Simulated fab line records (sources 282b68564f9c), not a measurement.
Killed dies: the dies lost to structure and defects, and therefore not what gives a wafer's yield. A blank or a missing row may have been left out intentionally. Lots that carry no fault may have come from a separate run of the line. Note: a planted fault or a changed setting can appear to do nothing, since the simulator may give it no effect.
fab line records	flow ritCmos
record lots=6	wafers=18	lastDay=6
route steps=202 shown SDANNEAL@155 PSD@157 NSD@158 PLDD@159 NLDD@160 SILICIDE@161 CONTACT@168 M1@202
lots with no fault: from the same line, run without faults
startH: start of the lot's first displayed wafer, in hours after the record's first day	waitH: how many hours have passed since the lot's step before this one	" identical to the entry in the row above	L1.1+2: several wafers, shown together as one row	- no value, or no start was given	* or withheld: withheld	< > ~ a bound
route shown NAME@n: a module of which the file shows steps, and the number in the route of the first	usual: mean/standard deviation taken from wafers without a fault	same: alike in all rows	chamber/n: place in a boat	sites: each site's reading	_std_site: their standard deviation	_edge_site: inner sites' mean taken away from outer sites' mean	radiusMm: for every site, how far away it sits from the centre of the wafer	mask NAME#n: copy n	behind: the most recent tool/chamber to have shaped the wafer	hold: cause of the lot's hold/its duration in hours/its outcome	device: the n, p or np transistor that did not switch	end of line: tests run on the same wafers once the route is complete	a step without rows: its recipe alone	killed: at the first sort, the dies lost to defects and structure; wafer yield is something else	map: shows each die of a wafer: x if killed, . if not, _ if none is there
set.NAME: the run value of the setting; set.NAME@STEP: its run value at that earlier step	model.NAME: the simulator's own value behind a step, which no gauge read
lots at selected steps of the route; one table per step, one row per wafer
services: when a tool's chamber went out of use (startH, in hours from the record's first day, below 0 if earlier), for how many hours, and the reason
## steps
# step RIT_SDANNEAL_CLEAN_02
# recipe chemistry=SC2	mix=3:3:50	timeS=600	tempC=75	dry=n2Spin
# step RIT_SDANNEAL_RTA_03
# recipe tempC=1050	timeS=5	idleTempC=600	rampUpCPerS=342	rampDownCPerS=171	coolToC=600	ambient=N2
# usual annealTempCMax=1055.4/1.8	wafer_temp_C_max=1053.3/0.96
lot.wafer	tool	chamber	startH	waitH	annealTempCMax	wafer_temp_C_max
L134.1	rtpAnneal-01	0	64.97	0.0	1058.2	1053.5
L134.3	"	0	"	"	1057.4	1054.1
L134.4	"	0	"	"	1054.6	1054.9
L142.2	rtpAnneal-01	0	100.84	0.0	1056.2	1052.2
L142.5	"	0	"	"	1058.0	1053.2
L142.6	"	0	"	"	1059.5	1051.5
L146.2	rtpAnneal-01	0	120.89	0.0	1057.4	1054.1
L146.5	"	0	"	"	1056.3	1053.9
L146.6	"	0	"	"	1056.7	1053.5
L148.1	rtpAnneal-01	0	131.19	0.0	1057.0	1054.0
L148.3	"	0	"	"	1055.1	1052.8
L148.4	"	0	"	"	1055.1	1052.8
L149.2	rtpAnneal-02	0	135.09	0.0	1053.3	1052.5
L149.3	"	0	"	"	1053.3	1053.4
L149.4	"	0	"	"	1053.0	1053.2
L151.1	rtpAnneal-02	0	147.14	0.0	1053.5	1052.4
L151.4	"	0	"	"	1054.1	1054.4
L151.5	"	0	"	"	1054.8	1055.5
# step RIT_SDANNEAL_RS_MEAS_04
# recipe thkMeasGauge=four-point-probe
# usual PSD_RS=115.93/0.29
lot.wafer	tool	chamber	startH	waitH	PSD_RS[ohm/sq]
L134.1	filmMetro-03	-	65.03	0.0	116.07
L134.3	"	-	"	"	116.06
L134.4	"	-	"	"	115.81
L142.2	filmMetro-04	-	100.91	0.1	115.57
L142.5	"	-	"	"	115.75
L142.6	"	-	"	"	115.60
L146.2	filmMetro-03	-	120.96	0.1	116.01
L146.5	"	-	"	"	116.26
L146.6	"	-	"	"	116.24
L148.1	filmMetro-02	-	131.25	0.0	115.45
L148.3	"	-	"	"	115.16
L148.4	"	-	"	"	115.95
L149.2	filmMetro-02	-	135.16	0.1	115.87
L149.3	"	-	"	"	115.82
L149.4	"	-	"	"	115.99
L151.1	filmMetro-03	-	147.20	0.0	116.37
L151.4	"	-	"	"	116.13
L151.5	"	-	"	"	116.14
# step RIT_SDANNEAL_RS_MEAS_05
# recipe thkMeasGauge=four-point-probe
# usual NSD_RS=84.45/0.27
lot.wafer	tool	chamber	startH	waitH	NSD_RS[ohm/sq]
L134.1	filmMetro-03	-	65.15	0.1	85.18
L134.3	"	-	"	"	84.22
L134.4	"	-	"	"	84.45
L142.2	filmMetro-04	-	101.03	0.1	83.73
L142.5	"	-	"	"	84.06
L142.6	"	-	"	"	83.80
L146.2	filmMetro-03	-	121.08	0.1	84.38
L146.5	"	-	"	"	84.54
L146.6	"	-	"	"	84.49
L148.1	filmMetro-02	-	131.37	0.1	84.30
L148.3	"	-	"	"	84.46
L148.4	"	-	"	"	84.57
L149.2	filmMetro-02	-	135.28	0.1	84.46
L149.3	"	-	"	"	84.44
L149.4	"	-	"	"	84.49
L151.1	filmMetro-03	-	147.32	0.1	84.18
L151.4	"	-	"	"	84.29
L151.5	"	-	"	"	84.22
# step RIT_SDANNEAL_RS_MEAS_06
# recipe thkMeasGauge=four-point-probe
# usual PLDD_RS=178.7/0.44
lot.wafer	tool	chamber	startH	waitH	PLDD_RS[ohm/sq]
L134.1	filmMetro-03	-	65.27	0.1	178.7
L134.3	"	-	"	"	179.4
L134.4	"	-	"	"	179.4
L142.2	filmMetro-04	-	101.15	0.1	178.5
L142.5	"	-	"	"	178.2
L142.6	"	-	"	"	178.5
L146.2	filmMetro-03	-	121.20	0.1	179.3
L146.5	"	-	"	"	179.0
L146.6	"	-	"	"	178.5
L148.1	filmMetro-02	-	131.49	0.1	178.9
L148.3	"	-	"	"	178.4
L148.4	"	-	"	"	178.8
L149.2	filmMetro-02	-	135.40	0.1	179.3
L149.3	"	-	"	"	178.9
L149.4	"	-	"	"	179.2
L151.1	filmMetro-03	-	147.44	0.1	178.9
L151.4	"	-	"	"	178.8
L151.5	"	-	"	"	179.0
# step RIT_SDANNEAL_RS_MEAS_07
# recipe thkMeasGauge=four-point-probe
# usual NLDD_RS=151.7/0.48
lot.wafer	tool	chamber	startH	waitH	NLDD_RS[ohm/sq]
L134.1	filmMetro-03	-	65.39	0.1	151.9
L134.3	"	-	"	"	151.7
L134.4	"	-	"	"	152.4
L142.2	filmMetro-04	-	101.27	0.1	150.9
L142.5	"	-	"	"	151.6
L142.6	"	-	"	"	151.3
L146.2	filmMetro-03	-	121.32	0.1	151.8
L146.5	"	-	"	"	151.5
L146.6	"	-	"	"	151.9
L148.1	filmMetro-02	-	131.61	0.1	151.4
L148.3	"	-	"	"	150.9
L148.4	"	-	"	"	151.4
L149.2	filmMetro-02	-	135.52	0.1	152.8
L149.3	"	-	"	"	152.3
L149.4	"	-	"	"	152.2
L151.1	filmMetro-03	-	147.56	0.1	151.7
L151.4	"	-	"	"	152.1
L151.5	"	-	"	"	151.8
# step RIT_SILICIDE_WET_ETCH_00
# recipe chemistry=BOE	target=SiO2	targetDepthNm=14	timeS=15	dry=n2Spin	dilution=10:1	tempC=21.5
# step RIT_SILICIDE_SPUTTER_01
# recipe material=Ti	targetThkNm=30	powerW=350	chamberPressurePa=0.667	gas=Ar	timeS=240	substrateTempC=25
# usual substrateTempC=25.00/0.1	throttleValvePct=29.9/1.4
lot.wafer	tool	chamber	startH	waitH	substrateTempC	throttleValvePct
L134.1	pvdSputter-03	-	65.52	0.0	25.07	31.0
L134.3	"	-	"	"	24.91	29.3
L134.4	"	-	"	"	24.92	29.3
L142.2	pvdSputter-01	-	101.38	0.0	25.29	27.4
L142.5	"	-	"	"	25.14	27.6
L142.6	"	-	"	"	25.08	29.0
L146.2	pvdSputter-03	-	121.43	0.0	24.93	29.2
L146.5	"	-	"	"	24.96	29.4
L146.6	"	-	"	"	24.98	30.8
L148.1	pvdSputter-03	-	131.74	0.0	24.99	29.0
L148.3	"	-	"	"	24.82	30.7
L148.4	"	-	"	"	25.16	29.3
L149.2	pvdSputter-04	-	135.63	0.0	24.85	31.5
L149.3	"	-	"	"	25.20	28.1
L149.4	"	-	"	"	25.00	31.4
L151.1	pvdSputter-04	-	147.69	0.0	25.19	30.9
L151.4	"	-	"	"	25.22	28.1
L151.5	"	-	"	"	25.07	32.3
# step RIT_SILICIDE_RS_MEAS_02
# recipe thkMeasGauge=four-point-probe	reads=Ti_of_SILICIDE_SPUTTER_01
# usual SILICIDE_TI_RS=47.9/0.65
lot.wafer	tool	chamber	startH	waitH	SILICIDE_TI_RS[ohm/sq]
L134.1	filmMetro-01	-	65.67	0.1	49.0
L134.3	"	-	"	"	48.1
L134.4	"	-	"	"	49.0
L142.2	filmMetro-02	-	101.55	0.1	47.6
L142.5	"	-	"	"	47.7
L142.6	"	-	"	"	47.7
L146.2	filmMetro-01	-	121.60	0.1	48.7
L146.5	"	-	"	"	48.4
L146.6	"	-	"	"	48.1
L148.1	filmMetro-03	-	131.89	0.1	47.5
L148.3	"	-	"	"	48.7
L148.4	"	-	"	"	47.8
L149.2	filmMetro-02	-	135.80	0.1	48.7
L149.3	"	-	"	"	48.9
L149.4	"	-	"	"	48.9
L151.1	filmMetro-01	-	147.84	0.1	47.0
L151.4	"	-	"	"	46.9
L151.5	"	-	"	"	47.7
# step RIT_SILICIDE_THK_MEAS_03
# recipe thkMeasGauge=xrf	reads=Ti_of_SILICIDE_SPUTTER_01
# usual SILICIDE_TI_THK=30.0/0.37
lot.wafer	tool	chamber	startH	waitH	SILICIDE_TI_THK[nm]
L134.1	filmMetro-01	-	65.79	0.1	29.3
L134.3	"	-	"	"	29.7
L134.4	"	-	"	"	29.3
L142.2	filmMetro-02	-	101.66	0.1	29.9
L142.5	"	-	"	"	30.1
L142.6	"	-	"	"	30.0
L146.2	filmMetro-01	-	121.71	0.1	29.7
L146.5	"	-	"	"	29.7
L146.6	"	-	"	"	29.9
L148.1	filmMetro-03	-	132.01	0.1	30.4
L148.3	"	-	"	"	29.7
L148.4	"	-	"	"	30.2
L149.2	filmMetro-02	-	135.91	0.1	29.5
L149.3	"	-	"	"	29.5
L149.4	"	-	"	"	29.3
L151.1	filmMetro-01	-	147.96	0.1	30.5
L151.4	"	-	"	"	30.7
L151.5	"	-	"	"	30.0
# step RIT_SILICIDE_RTA_04
# recipe tempC=650	timeS=10	idleTempC=25	rampUpS=5	rampDownS=5	coolToC=25	ambient=N2
# usual annealTempCMax=653.5/1.3	wafer_temp_C_max=654.8/1.2
lot.wafer	tool	chamber	startH	waitH	annealTempCMax	wafer_temp_C_max
L134.1	rtpAnneal-01	0	65.85	0.1	654.6	655.5
L134.3	"	0	"	"	654.4	654.1
L134.4	"	0	"	"	654.7	654.0
L142.2	rtpAnneal-02	0	101.72	0.1	652.4	652.4
L142.5	"	0	"	"	652.0	655.1
L142.6	"	0	"	"	652.1	653.7
L146.2	rtpAnneal-02	0	121.77	0.1	652.0	654.1
L146.5	"	0	"	"	651.8	652.9
L146.6	"	0	"	"	652.6	654.4
L148.1	rtpAnneal-02	0	132.07	0.1	651.7	654.1
L148.3	"	0	"	"	652.4	653.2
L148.4	"	0	"	"	651.6	654.0
L149.2	rtpAnneal-01	0	135.98	0.1	654.4	654.3
L149.3	"	0	"	"	655.4	654.5
L149.4	"	0	"	"	654.5	655.6
L151.1	rtpAnneal-01	0	148.02	0.1	654.4	654.9
L151.4	"	0	"	"	655.9	653.8
L151.5	"	0	"	"	654.9	655.2
# step RIT_SILICIDE_WET_ETCH_05
# recipe chemistry=SPM	target=Ti	tempC=90	timeS=120	dry=n2Spin
# step RIT_SILICIDE_RTA_06
# recipe tempC=750	timeS=10	idleTempC=25	rampUpS=5	rampDownS=10	coolToC=25	ambient=N2
# usual wafer_temp_C_max=755.1/1.4
lot.wafer	tool	chamber	startH	waitH	wafer_temp_C_max
L134.1	rtpAnneal-02	0	65.96	0.0	754.7
L134.3	"	0	"	"	754.3
L134.4	"	0	"	"	754.8
L142.2	rtpAnneal-01	0	101.83	0.0	755.6
L142.5	"	0	"	"	756.9
L142.6	"	0	"	"	755.2
L146.2	rtpAnneal-01	0	121.88	0.0	762.0
L146.5	"	0	"	"	761.6
L146.6	"	0	"	"	762.6
L148.1	rtpAnneal-01	0	132.18	0.0	763.6
L148.3	"	0	"	"	764.2
L148.4	"	0	"	"	761.9
L149.2	rtpAnneal-02	0	136.08	0.0	753.6
L149.3	"	0	"	"	754.5
L149.4	"	0	"	"	754.0
L151.1	rtpAnneal-02	0	148.13	0.0	754.1
L151.4	"	0	"	"	753.3
L151.5	"	0	"	"	754.5
# step RIT_CONTACT_CVD_00
# recipe material=SiO2	targetThkNm=400	precursor=TEOS	tempC=390	timeS=61	rfW=400
# usual heaterPowerW=314/45
lot.wafer	tool	chamber	startH	waitH	heaterPowerW
L134.1	pecvd-03	2	66.02	0.1	368
L134.3	"	0	"	"	351
L134.4	"	1	"	"	260
L142.2	pecvd-04	0	101.89	0.0	336
L142.5	"	1	"	"	294
L142.6	"	0	"	"	235
L146.2	pecvd-03	0	121.94	0.0	361
L146.5	"	0	"	"	384
L146.6	"	1	"	"	240
L148.1	pecvd-04	2	132.25	0.1	317
L148.3	"	0	"	"	263
L148.4	"	0	"	"	282
L149.2	pecvd-03	2	136.14	0.0	331
L149.3	"	0	"	"	288
L149.4	"	1	"	"	248
L151.1	pecvd-04	2	148.19	0.1	332
L151.4	"	0	"	"	279
L151.5	"	1	"	"	274
# step RIT_M1_PROBE_99
# usual killedAtContacts=0.0/0.22	killedAtFrontEnd=7/3.1	killedDies=7/3.1	killedOpen=3.5/2.2	killedShort=3.3/1.9
# same grossDies=264	killed_at_M0_to_M3=0	killed_at_M4_up=0	killedAtBackSide=0	killedAtOther=0
lot.wafer	tool	chamber	startH	waitH	killedAtContacts	killedAtFrontEnd	killedDies	killedOpen	killedShort	model.etest.npolySal.rsOhmSq	model.etest.pplusSal.rsOhmSq	model.etest.ppolySal.rsOhmSq	model.etest.nplusSal.rsOhmSq	model.etest.pplusSal.lineOhmUm	model.etest.nplusSal.lineOhmUm	model.etest.contactPplus.rcOhm	model.etest.contactNplus.rcOhm
L134.1	prober-02	-	72.44	0.1	0	8	8	6	2	4.41	4.383	4.354	4.383	1.279	1.276	1.41	1.429
L134.3	prober-02	-	72.54	0.2	0	6	6	1	5	4.399	4.367	4.368	4.372	1.255	1.267	1.326	1.374
L134.4	prober-02	-	72.59	0.2	1	3	4	1	3	4.439	4.364	4.363	4.364	1.262	1.266	1.422	1.433
L142.2	prober-01	-	108.56	0.1	0	5	5	1	4	4.322	4.243	4.276	4.248	1.243	1.239	1.352	1.39
L142.5	prober-01	-	108.71	0.2	0	6	6	2	4	4.327	4.28	4.308	4.25	1.248	1.244	1.367	1.358
L142.6	prober-01	-	108.76	0.2	1	6	7	3	4	4.328	4.296	4.299	4.295	1.256	1.247	1.371	1.368
L146.2	prober-01	-	128.72	0.1	0	7	7	5	2	4.138	4.117	4.107	4.093	1.184	1.187	1.308	1.355
L146.5	prober-01	-	128.87	0.2	0	9	9	4	5	4.132	4.11	4.109	4.079	1.175	1.181	1.351	1.366
L146.6	prober-01	-	128.92	0.2	1	3	4	1	3	4.157	4.083	4.084	4.087	1.203	1.185	1.347	1.319
L148.1	prober-01	-	138.80	0.1	0	8	8	6	2	4.078	4.044	4.062	4.047	1.184	1.159	1.333	1.322
L148.3	prober-01	-	138.90	0.2	1	7	8	2	6	4.149	4.167	4.094	4.109	1.195	1.188	1.361	1.355
L148.4	prober-01	-	138.95	0.2	0	10	10	8	2	4.096	4.071	4.1	4.05	1.186	1.177	1.362	1.325
L149.2	prober-02	-	143.41	0.1	0	4	4	2	2	4.422	4.399	4.396	4.404	1.293	1.266	1.399	1.41
L149.3	prober-02	-	143.46	0.2	0	8	8	5	3	4.432	4.396	4.382	4.376	1.276	1.31	1.365	1.391
L149.4	prober-02	-	143.51	0.2	0	6	6	4	2	4.436	4.388	4.363	4.375	1.268	1.268	1.403	1.335
L151.1	prober-02	-	154.56	0.1	1	3	4	3	1	4.297	4.277	4.278	4.263	1.256	1.238	1.378	1.321
L151.4	prober-02	-	154.71	0.2	0	5	5	1	4	4.342	4.261	4.281	4.266	1.243	1.233	1.328	1.381
L151.5	prober-02	-	154.76	0.2	0	4	4	2	2	4.345	4.309	4.326	4.333	1.264	1.262	1.423	1.398
# killed by level:class
L134.1 FOX1:geometricParticle:open=3 GATE:geometricParticle:open=1 GATE:geometricParticle:short=1 REOX:geometricParticle:open=1 REOX:geometricParticle:short=1 SILICIDE:geometricParticle:open=1
L134.3 GATE:geometricParticle:short=2 REOX:geometricParticle:short=2 ACTIVE:geometricParticle:open=1 FOX1:geometricParticle:short=1
L134.4 GATE:geometricParticle:short=2 FOX1:geometricParticle:short=1 CONTACT:geometricParticle:open=1
L142.2 GATE:geometricParticle:short=2 SPACER:geometricParticle:short=2 FOX2:geometricParticle:open=1
L142.5 GATE:geometricParticle:short=3 FOX2:geometricParticle:open=1 SILICIDE:geometricParticle:short=1 SILICIDE:geometricParticle:open=1
L142.6 REOX:geometricParticle:open=2 REOX:geometricParticle:short=2 GATE:geometricParticle:short=1 GATE:geometricParticle:open=1 CONTACT:geometricParticle:short=1
L146.2 SPACER:geometricParticle:open=3 SPACER:geometricParticle:short=2 FOX2:geometricParticle:open=1 GATE:geometricParticle:open=1
L146.5 FOX1:geometricParticle:open=2 SILICIDE:geometricParticle:short=2 FOX1:geometricParticle:short=1 GATE:geometricParticle:short=1 SPACER:geometricParticle:short=1 SPACER:geometricParticle:open=1 SILICIDE:geometricParticle:open=1
L146.6 SILICIDE:geometricParticle:short=2 REOX:geometricParticle:open=1 CONTACT:geometricParticle:short=1
L148.1 SPACER:geometricParticle:open=3 GATE:geometricParticle:short=2 FOX1:geometricParticle:open=1 GATE:geometricParticle:open=1 REOX:geometricParticle:open=1
L148.3 REOX:geometricParticle:short=3 GATE:geometricParticle:short=1 GATE:geometricParticle:open=1 SPACER:geometricParticle:short=1 SILICIDE:geometricParticle:open=1 CONTACT:geometricParticle:short=1
L148.4 GATE:geometricParticle:open=3 FOX1:geometricParticle:open=2 SILICIDE:geometricParticle:open=2 GATE:geometricParticle:short=1 REOX:geometricParticle:open=1 SPACER:geometricParticle:short=1
L149.2 FOX1:geometricParticle:open=1 FOX1:geometricParticle:short=1 SPACER:geometricParticle:short=1 SILICIDE:geometricParticle:open=1
L149.3 GATE:geometricParticle:short=3 REOX:geometricParticle:open=2 FOX1:geometricParticle:open=1 GATE:geometricParticle:open=1 SILICIDE:geometricParticle:open=1
L149.4 GATE:geometricParticle:open=2 REOX:geometricParticle:short=2 FOX1:geometricParticle:open=1 SPACER:geometricParticle:open=1
L151.1 SPACER:geometricParticle:open=1 SILICIDE:geometricParticle:open=1 SILICIDE:geometricParticle:short=1 CONTACT:geometricParticle:open=1
L151.4 SILICIDE:geometricParticle:short=2 FOX1:geometricParticle:short=1 FOX2:geometricParticle:open=1 GATE:geometricParticle:short=1
L151.5 GATE:geometricParticle:open=2 GATE:geometricParticle:short=1 SILICIDE:geometricParticle:short=1
## services
tool	chamber	startH	hours	kind
pvdSputter-04	-	50.98	1.8	repair
pvdSputter-04	-	59.30	7.0	repair
pecvd-03	-	61.59	0.7	repair
pecvd-03	1	68.90	7.1	repair
pecvd-03	1	114.80	3.7	repair
pecvd-04	-	119.18	0.8	repair
pecvd-03	-	146.69	6.0	pm
## key
firstSign step=RIT_SILICIDE_RTA_06	reading=wafer_temp_C_max	direction=up	sigmas=5.3	usual=*	struck=*
effect none on later readings
modelEffect step=RIT_M1_PROBE_99	value=etest.npolySal.rsOhmSq	without=4.372	struck=4.125
metAt RIT_SILICIDE_RTA_06
struckWafers L146.2,L146.5,L146.6,L148.1,L148.3,L148.4
testerLeftOut L146,L148
onsetBetween 101.83 121.88
fault kind=processParameterDrift	tool=rtpAnneal-01	chamber=-	onsetH=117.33	steps=RIT_SILICIDE_RTA_06	channel=tempC	offset=*	shape=step	endH=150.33	actsIn=*	stated=*
# testerLeftOut: of these lots the tester's yield and bins aren't shown, on N5 and GAA mostly nor the transistor test; their killed dies are dies lost to structure and defects alone, not to doping, threshold or leakage, so they don't give the yield
